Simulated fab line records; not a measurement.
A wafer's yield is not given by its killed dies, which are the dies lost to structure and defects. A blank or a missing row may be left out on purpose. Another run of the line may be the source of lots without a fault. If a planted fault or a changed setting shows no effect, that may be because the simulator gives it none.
Which tool did it? | flow rit-cmos | Sampling: 15 lots, 45 wafers, 2 of 202 route steps

WHAT THE GAUGES READ, wafer by wafer
RIT_M1_CD_MEAS_09 targets a cd of 2600 nm. Usual: cd-nm reads 2600.3 nm (standard deviation 2).
lot  | measured    | on        | cd-nm (nm)           | flag
L590 | day 3 07:02 | cd-sem-02 | 2602.3 2606.4 2603.0 |
L591 | day 3 12:39 | cd-sem-02 | 2601.9 2600.9 2599.1 |
L593 | day 4 00:51 | cd-sem-01 | 2598.3 2599.8 2598.4 |
L594 | day 4 03:00 | cd-sem-01 | 2600.6 2599.8 2597.7 |
L595 | day 4 08:15 | cd-sem-02 | 2598.6 2599.4 2599.2 |
L596 | day 4 15:41 | cd-sem-02 | 2599.4 2598.6 2599.3 |
L597 | day 4 22:55 | cd-sem-02 | 2598.0 2601.7 2598.1 |
L598 | day 4 23:13 | cd-sem-02 | 2600.8 2601.6 2600.4 |
L600 | day 5 10:52 | cd-sem-01 | 2602.7 2603.0 2604.3 |
L602 | day 5 18:03 | cd-sem-02 | 2756.2 2753.8 2755.8 | OFF
L603 | day 5 23:09 | cd-sem-01 | 2602.0 2600.9 2602.6 |
L604 | day 6 03:31 | cd-sem-01 | 2730.0 2730.9 2732.3 | OFF
L605 | day 6 11:09 | cd-sem-01 | 2731.4 2726.3 2728.7 | OFF
L611 | day 7 15:34 | cd-sem-02 | 2599.9 2596.5 2596.4 |
L613 | day 8 00:45 | cd-sem-02 | 2600.2 2601.4 2604.4 |

EACH LOT AND THE TOOL THAT RAN IT (in order: tool; ch and the chambers of the sampled wafers; start)
lot  | RIT_M1_DEVELOP_08
L590 | litho-track-02 ch 0, day 3 06:00
L591 | litho-track-01 ch 0, day 3 12:00
L593 | litho-track-03 ch 0, day 4 00:00
L594 | litho-track-02 ch 0, day 4 02:00
L595 | litho-track-02 ch 0, day 4 08:00
L596 | litho-track-02 ch 0, day 4 15:00
L597 | litho-track-01 ch 0, day 4 22:00
L598 | litho-track-02 ch 0, day 4 23:00
L600 | litho-track-03 ch 0, day 5 10:00
L602 | litho-track-03 ch 0, day 5 17:00
L603 | litho-track-01 ch 0, day 5 22:00
L604 | litho-track-03 ch 0, day 6 03:00
L605 | litho-track-03 ch 0, day 6 10:00
L611 | litho-track-02 ch 0, day 7 15:00
L613 | litho-track-01 ch 0, day 8 00:00
- RIT_M1_DEVELOP_08: develop time 68 s.

WHAT THE TOOLS THEMSELVES READ (means of the sampled wafers that have a number; where no wafer has one, the mark that the record gives instead)
The record holds no such reading with a usual standard deviation.

THE ANSWER, worked out from the rows above alone
Rule: a lot is off if the mean of its wafers that have a number lies more than 3 standard deviations from the usual mean. Also off: a lot with no number at a reading for which 4 or more lots have one. All remaining lots with rows at the step are treated as sound. First the gauges in route order, then the tools' own readings, where a lot's mean is used as printed above. At the first step where some lot is off, the reading lying furthest off is the one used; lots without a number count as furthest.
Off: L602, L604, L605, at RIT_M1_CD_MEAS_09 (cd-nm).
If a tool, at a process step before that reading, ran all the lots that are off and no sound lot after the first of them, it fits. Those tools and the gauges at RIT_M1_CD_MEAS_09 are tried in the same way. One candidate fits, namely litho-track-03 at RIT_M1_DEVELOP_08. Its last sound lot is L600 (day 5 10:00), its first lot that is off L602 (day 5 17:00): a fault that began between those two fits.

WHAT THE SIMULATOR HAD INSERTED
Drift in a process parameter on litho-track-03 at RIT_M1_DEVELOP_08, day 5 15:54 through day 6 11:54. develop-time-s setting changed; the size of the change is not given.
Shown lots that were struck: L602, L604, L605. The rule given above showed the same thing.
